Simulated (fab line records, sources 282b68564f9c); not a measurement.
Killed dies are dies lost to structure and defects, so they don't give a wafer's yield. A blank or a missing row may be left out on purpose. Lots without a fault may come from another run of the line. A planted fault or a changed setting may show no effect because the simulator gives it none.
fab line records | flow rit_cmos
record lots=14 wafers=42 last_day=7
route steps=202 shown ACTIVE@2 M1@202
lots that met no fault: from a run of the same line without faults
start_h: hours from the record's first day to the start of the lot's first wafer shown | wait_h: hours since the lot's step before | " the same as in the row above | L1.1+2: a row that stands for several wafers | - no value, or no start given | * or withheld: withheld | < > ~ a bound
route shown NAME@n: a module of which the file shows steps, and the number in the route of the first | usual: mean/standard deviation of fault-free wafers | same: alike in all rows | chamber/n: place in a boat | sites: the reading at each site | _std_site: their standard deviation | _edge_site: outer sites' mean less inner sites' | radius_mm: how far each site lies from the wafer's centre | mask NAME#n: copy n | behind: the tool/chamber that last shaped the wafer | hold: why the lot was held/for how many hours/how that ended | device: the transistor (n, p or np) that didn't switch | end of line: the same wafers' tests at the end of the route | a step without rows: its recipe alone | killed: dies lost to structure and defects at the first sort, not the wafer's yield | map: a wafer's dies, x killed, . not, _ none there
set.NAME: the setting as run; set.NAME@STEP: as run at that earlier step | model.NAME: the simulator's own value behind a step, which no gauge read
steps of the route over a sample of lots; a table a step, a row a wafer
services: from which hour (start_h, from the record's first day; less than 0 if before it) a tool's chamber was out of use, for how many hours, and why
## steps
# step RIT_ACTIVE_OXIDATION_01
# recipe temp_c=1000 ambient=O2 target_thk_a=468 ox_time_s=3360
# usual ox_temp_c=999.9/0.41 ox_time_s=3360/0 spike_tc_load_C=1024.1/2.5 tube_center_temp_C=1000/0.086 zone_power_centre_pct=50/4.3
# columns lot.wafer tool chamber start_h wait_h ox_temp_c ox_time_s spike_tc_load_C tube_center_temp_C zone_power_centre_pct
L217.2 furnace-02 0 10.45 0.4 1000.1 3360 1026.7 1000.1 43
L217.4 " 0 " " 999.9 3360 1026.2 999.81 43
L217.6 " 0 " " 1000.0 3360 1026.6 999.95 43
L218.3 furnace-01 0 15.12 0.1 999.6 3360 1026.8 1000.1 51
L218.5 " 0 " " 999.9 3360 1025.6 1000 51
L218.6 " 0 " " 999.9 3360 1024.9 1000.1 51
L220.1 furnace-04 0 25.12 0.1 1000.1 3360 1022.9 999.85 55
L220.2 " 0 " " 999.7 3360 1022.2 999.98 54
L220.3 " 0 " " 1000.7 3360 1021.1 999.84 56
L221.1 furnace-04 0 30.80 0.8 1000.3 3360 1019.4 999.98 55
L221.2 " 0 " " 999.6 3360 1021.7 1000.1 54
L221.6 " 0 " " 999.9 3360 1021.1 999.92 55
L222.2 furnace-01 0 35.98 0.9 999.6 3360 1026.8 1000.1 51
L222.3 " 0 " " 999.7 3360 1027.2 1000.1 52
L222.4 " 0 " " 1000.1 3360 1025.9 999.96 51
L223.1 furnace-04 0 40.12 0.1 1000.3 3360 1020.7 999.84 55
L223.2 " 0 " " 999.9 3360 1020.6 999.94 54
L223.4 " 0 " " 1000.1 3360 1020.2 1000 55
L225.3 furnace-04 0 50.12 0.1 1000.1 3360 1018.6 999.97 55
L225.4 " 0 " " 999.9 3360 1020.9 999.96 56
L225.5 " 0 " " 1000.2 3360 1022.2 999.95 54
L226.3 furnace-01 0 55.47 0.4 1000.3 3360 1025.1 1000 51
L226.4 " 0 " " 999.8 3360 1025.7 999.99 51
L226.5 " 0 " " 1000.0 3360 1026.4 1000.1 51
L227.1 furnace-01 0 61.52 1.5 999.6 3360 1027.7 1000 51
L227.4 " 0 " " 1000.1 3360 1027.5 1000 52
L227.5 " 0 " " 1000.0 3360 1025.1 1000 51
L228.1 furnace-02 0 65.12 0.1 999.8 3360 1026.0 1000.1 42
L228.4 " 0 " " 1000.0 3360 1027.8 1000.1 44
L228.5 " 0 " " 999.7 3360 1026.8 999.95 44
L229.1 furnace-02 0 71.20 1.2 999.5 3360 1025.1 1000.2 43
L229.5 " 0 " " 999.7 3360 1026.6 999.85 44
L229.6 " 0 " " 999.9 3360 1026.3 1000 43
L237.3 furnace-04 0 110.25 0.2 999.8 1512 1020.4 1000.1 54
L237.4 " 0 " " 1000.3 1512 1021.8 999.98 54
L237.5 " 0 " " 999.6 1512 1020.8 1000.1 54
L238.3 furnace-04 0 115.30 0.2 1000.3 1512 1022.3 999.92 54
L238.4 " 0 " " 999.9 1512 1021.6 999.91 55
L238.5 " 0 " " 1000.6 1512 1019.8 1000 54
L239.3 furnace-01 0 120.12 0.1 999.2 3360 1025.6 1000.1 52
L239.4 " 0 " " 999.6 3360 1024.3 1000 51
L239.5 " 0 " " 999.9 3360 1025.9 999.85 51
# step RIT_ACTIVE_THK_MEAS_02
# recipe reads=SiO2_of_ACTIVE_OXIDATION_01
# usual ACTIVE_OXIDE_THK=46.6/0.81
# columns lot.wafer tool chamber start_h wait_h ACTIVE_OXIDE_THK[nm]
L217.2 film_metro-04 - 12.39 0.0 46.6
L217.4 " - " " 46.0
L217.6 " - " " 46.1
L218.3 film_metro-03 - 17.07 0.0 47.4
L218.5 " - " " 47.3
L218.6 " - " " 46.7
L220.1 film_metro-03 - 27.05 0.0 47.5
L220.2 " - " " 47.0
L220.3 " - " " 46.2
L221.1 film_metro-03 - 32.74 0.0 46.4
L221.2 " - " " 46.6
L221.6 " - " " 46.1
L222.2 film_metro-04 - 37.92 0.0 47.7
L222.3 " - " " 47.7
L222.4 " - " " 47.1
L223.1 film_metro-04 - 42.05 0.0 47.0
L223.2 " - " " 47.5
L223.4 " - " " 47.7
L225.3 film_metro-02 - 52.07 0.0 45.4
L225.4 " - " " 46.2
L225.5 " - " " 46.2
L226.3 film_metro-03 - 57.42 0.0 46.5
L226.4 " - " " 47.1
L226.5 " - " " 46.6
L227.1 film_metro-04 - 63.46 0.0 46.9
L227.4 " - " " 46.9
L227.5 " - " " 46.6
L228.1 film_metro-02 - 67.05 0.0 45.1
L228.4 " - " " 45.4
L228.5 " - " " 45.5
L229.1 film_metro-04 - 73.14 0.0 45.7
L229.5 " - " " 45.3
L229.6 " - " " 46.3
L237.3 film_metro-03 - 112.21 0.0 29.6
L237.4 " - " " 29.1
L237.5 " - " " 29.5
L238.3 film_metro-02 - 117.25 0.0 28.7
L238.4 " - " " 28.5
L238.5 " - " " 28.8
L239.3 film_metro-03 - 122.07 0.0 47.7
L239.4 " - " " 47.8
L239.5 " - " " 47.6
# step RIT_ACTIVE_THK_MEAS_04
# recipe reads=Si3N4_of_ACTIVE_CVD_03
# usual ACTIVE_NITRIDE_THK=151.0/1.2
# columns lot.wafer tool chamber start_h wait_h ACTIVE_NITRIDE_THK[nm]
L217.2 film_metro-03 - 13.87 0.0 151.3
L217.4 " - " " 152.3
L217.6 " - " " 151.8
L218.3 film_metro-04 - 18.55 0.0 151.2
L218.5 " - " " 150.6
L218.6 " - " " 151.4
L220.1 film_metro-04 - 28.53 0.0 152.9
L220.2 " - " " 151.5
L220.3 " - " " 152.1
L221.1 film_metro-02 - 34.21 0.0 150.1
L221.2 " - " " 149.5
L221.6 " - " " 150.1
L222.2 film_metro-04 - 39.40 0.0 150.5
L222.3 " - " " 151.0
L222.4 " - " " 150.2
L223.1 film_metro-04 - 43.53 0.0 151.0
L223.2 " - " " 150.8
L223.4 " - " " 150.2
L225.3 film_metro-04 - 53.55 0.0 151.1
L225.4 " - " " 151.4
L225.5 " - " " 149.8
L226.3 film_metro-03 - 58.90 0.0 153.3
L226.4 " - " " 151.7
L226.5 " - " " 151.8
L227.1 film_metro-03 - 64.93 0.0 150.3
L227.4 " - " " 150.4
L227.5 " - " " 149.3
L228.1 film_metro-03 - 68.53 0.0 152.0
L228.4 " - " " 153.7
L228.5 " - " " 152.5
L229.1 film_metro-02 - 75.32 0.0 151.2
L229.5 " - " " 150.3
L229.6 " - " " 150.9
L237.3 film_metro-02 - 113.68 0.0 151.3
L237.4 " - " " 151.0
L237.5 " - " " 150.2
L238.3 film_metro-04 - 118.73 0.0 152.9
L238.4 " - " " 151.6
L238.5 " - " " 152.1
L239.3 film_metro-04 - 123.55 0.0 151.8
L239.4 " - " " 151.4
L239.5 " - " " 152.2
# step RIT_ACTIVE_CD_MEAS_11
# recipe target_cd_nm=1400
# usual cd_nm=1399.7/2.3
# columns lot.wafer tool chamber start_h wait_h cd_nm
L217.2 cd_sem-01 - 14.79 - 1402.8
L217.4 " - " " 1401.8
L217.6 " - " " 1400.2
L218.3 cd_sem-02 - 19.58 - 1397.7
L218.5 " - " " 1401.6
L218.6 " - " " 1400.3
L220.1 cd_sem-02 - 29.56 - 1395.9
L220.2 " - " " 1397.5
L220.3 " - " " 1396.9
L221.1 cd_sem-02 - 35.12 - 1400.3
L221.2 " - " " 1399.6
L221.6 " - " " 1401.2
L222.2 cd_sem-01 - 40.32 - 1397.3
L222.3 " - " " 1397.1
L222.4 " - " " 1400.3
L223.1 cd_sem-01 - 44.70 - 1396.8
L223.2 " - " " 1398.5
L223.4 " - " " 1395.5
L225.3 cd_sem-01 - 54.48 - 1396.2
L225.4 " - " " 1395.8
L225.5 " - " " 1395.6
L226.3 cd_sem-02 - 59.95 - 1402.6
L226.4 " - " " 1401.7
L226.5 " - " " 1400.6
L227.1 cd_sem-02 - 65.84 - 1401.8
L227.4 " - " " 1399.3
L227.5 " - " " 1399.1
L228.1 cd_sem-02 - 69.56 - 1398.1
L228.4 " - " " 1400.2
L228.5 " - " " 1401.0
L229.1 cd_sem-02 - 76.23 - 1396.5
L229.5 " - " " 1398.8
L229.6 " - " " 1396.5
L237.3 cd_sem-02 - 114.61 - 1413.6
L237.4 " - " " 1412.0
L237.5 " - " " 1412.8
L238.3 cd_sem-02 - 119.78 - 1398.9
L238.4 " - " " 1399.2
L238.5 " - " " 1399.6
L239.3 cd_sem-02 - 124.48 - 1402.2
L239.4 " - " " 1401.4
L239.5 " - " " 1401.0
# step RIT_M1_PROBE_99
# usual killed_at_contacts=0.1/0.24 killed_at_front_end=7/3.1 killed_dies=7/3.1 killed_open=3.3/2 killed_short=3.4/2.1
# same gross_dies=264 killed_at_M0_to_M3=0 killed_at_M4_up=0 killed_at_back_side=0 killed_at_other=0
# columns lot.wafer tool chamber start_h wait_h killed_at_contacts killed_at_front_end killed_dies killed_open killed_short
L223.1 prober-01 - 88.94 0.1 0 12 12 6 6
L223.2 prober-01 - 88.99 0.1 0 10 10 4 6
L223.4 prober-01 - 89.09 0.2 0 6 6 4 2
L225.3 prober-01 - 102.26 0.2 0 7 7 2 5
L225.4 prober-01 - 102.31 0.2 0 9 9 6 3
L225.5 prober-01 - 102.36 0.2 0 5 5 1 4
# killed by level:class
L223.1 GATE:geometric_particle:short=2 GATE:geometric_particle:open=2 REOX:geometric_particle:short=2 SILICIDE:geometric_particle:open=2 FOX2:geometric_particle:short=1 REOX:geometric_particle:open=1 SPACER:geometric_particle:open=1 SILICIDE:geometric_particle:short=1
L223.2 REOX:geometric_particle:short=4 FOX2:geometric_particle:open=2 GATE:geometric_particle:short=2 FOX1:geometric_particle:open=1 SILICIDE:geometric_particle:open=1
L223.4 SPACER:geometric_particle:short=2 FOX1:geometric_particle:open=1 GATE:geometric_particle:open=1 SPACER:geometric_particle:open=1 SILICIDE:geometric_particle:open=1
L225.3 GATE:geometric_particle:short=3 GATE:geometric_particle:open=1 REOX:geometric_particle:short=1 REOX:geometric_particle:open=1 SPACER:geometric_particle:short=1
L225.4 GATE:geometric_particle:open=3 FOX1:geometric_particle:open=2 GATE:geometric_particle:short=2 SPACER:geometric_particle:short=1 SILICIDE:geometric_particle:open=1
L225.5 SPACER:geometric_particle:short=2 FOX2:geometric_particle:short=1 GATE:geometric_particle:short=1 SPACER:geometric_particle:open=1
## services
# columns tool chamber start_h hours kind
furnace-04 - 13.54 8.1 pm
furnace-01 - 29.84 4.3 pm
furnace-01 - 108.52 3.8 pm
## key
first_sign step=RIT_ACTIVE_OXIDATION_01 reading=ox_time_s direction=down sigmas=99+ usual=* struck=*
effect step=RIT_ACTIVE_THK_MEAS_02 reading=ACTIVE_OXIDE_THK direction=down sigmas=22 usual=46.6 struck=29.0
effect step=RIT_ACTIVE_CD_MEAS_11 reading=cd_nm direction=up sigmas=2.8 usual=1399.7 struck=1406.0 wafers_moved=3 through=control_loop
met_at RIT_ACTIVE_OXIDATION_01
struck_lots L237,L238
tester_left_out L237,L238
loop_trim step=RIT_ACTIVE_EXPOSE_08 setting=dose lots=L237
not_acting_at RIT_ACTIVE_THK_MEAS_04
onset_between 50.12 110.25
fault kind=process_parameter_drift tool=furnace-04 chamber=- onset_h=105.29 steps=RIT_ACTIVE_OXIDATION_01 channel=ox_time_s offset=* shape=step end_h=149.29 acts_in=* stated=*
# tester_left_out: of these lots the tester's yield and bins aren't shown, on N5 and GAA mostly nor the transistor test; their killed dies are dies lost to structure and defects alone, not to doping, threshold or leakage, so they don't give the yield
# loop_trim: a control loop set the setting to another value than it would have without faults
